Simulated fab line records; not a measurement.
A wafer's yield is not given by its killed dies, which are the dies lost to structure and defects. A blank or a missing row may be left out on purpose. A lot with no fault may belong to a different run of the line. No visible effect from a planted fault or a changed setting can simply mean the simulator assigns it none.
One fault through the eyes of 2 desks    flow ritCmos    each desk holds nothing but its own numbers, with what lay behind them at the end

AT THE TOOL OWNER'S DESK: rieMetal-03
The tool's own readings at RIT_M1_METAL_ETCH_12 (etches Al in Cl2/BCl3, stops on SiO2, time 165 s, target depth 600 nm): means of the sampled wafers that have a number, for each lot that ran on this tool. If a lot's mean is further than 4 standard deviations from the usual mean, the lot is out of limits and carries the mark OUT (the distance appears in the brackets).
Columns: A = drypumpMotorCurrentA at RIT_M1_METAL_ETCH_12, usual 5.7 A; B = oesProductAu at RIT_M1_METAL_ETCH_12, usual 0.770 a.u.; C = throttleValvePct at RIT_M1_METAL_ETCH_12, usual 8.30 %
lot   first seen here  A    B      C
L914  day 3 11:58      5.6  0.787  8.40
L923  day 5 09:03      5.6  0.780  8.40
L926  day 6 04:20      5.9  0.771  8.36
This desk found nothing out of limits on any of the 3 lots.

THE METROLOGY DESK
Lot by lot, what the gauges showed, no matter which tool ran the lot: averages of those sampled wafers that carry a number. If a lot's mean is further than 4 standard deviations from the usual mean, the lot is out of limits and carries the mark OUT (the distance appears in the brackets).
Columns: A = M1_AL_RS at RIT_M1_RS_MEAS_01, usual 0.0737 ohm/sq; B = M1_AL_THK at RIT_M1_THK_MEAS_02, usual 399 nm; C = cdNm at RIT_M1_CD_MEAS_09, usual 2600.1 nm; D = M1_OVL at RIT_M1_OVL_MEAS_10, usual -0.6 nm
lot   first seen here  A       B    C       D
L914  day 3 10:18      0.0727  405  2600.6  -1.6
L923  day 5 07:35      0.0735  396  2600.0  -0.9
L926  day 6 02:32      0.0747  393  2602.4  -0.3
L930  day 6 19:14      0.0736  400  2600.9  -0.8
L932  day 7 05:18      0.0750  391  2600.3  0.4
L934  day 7 15:36      0.0733  400  2597.5  -1.4
This desk found nothing out of limits on any of the 6 lots.

PUT TOGETHER
Nothing out of limits was seen by the tool owner's desk.
Metrology desk: nothing out of limits seen.

WHAT THE SIMULATOR HAD INSERTED
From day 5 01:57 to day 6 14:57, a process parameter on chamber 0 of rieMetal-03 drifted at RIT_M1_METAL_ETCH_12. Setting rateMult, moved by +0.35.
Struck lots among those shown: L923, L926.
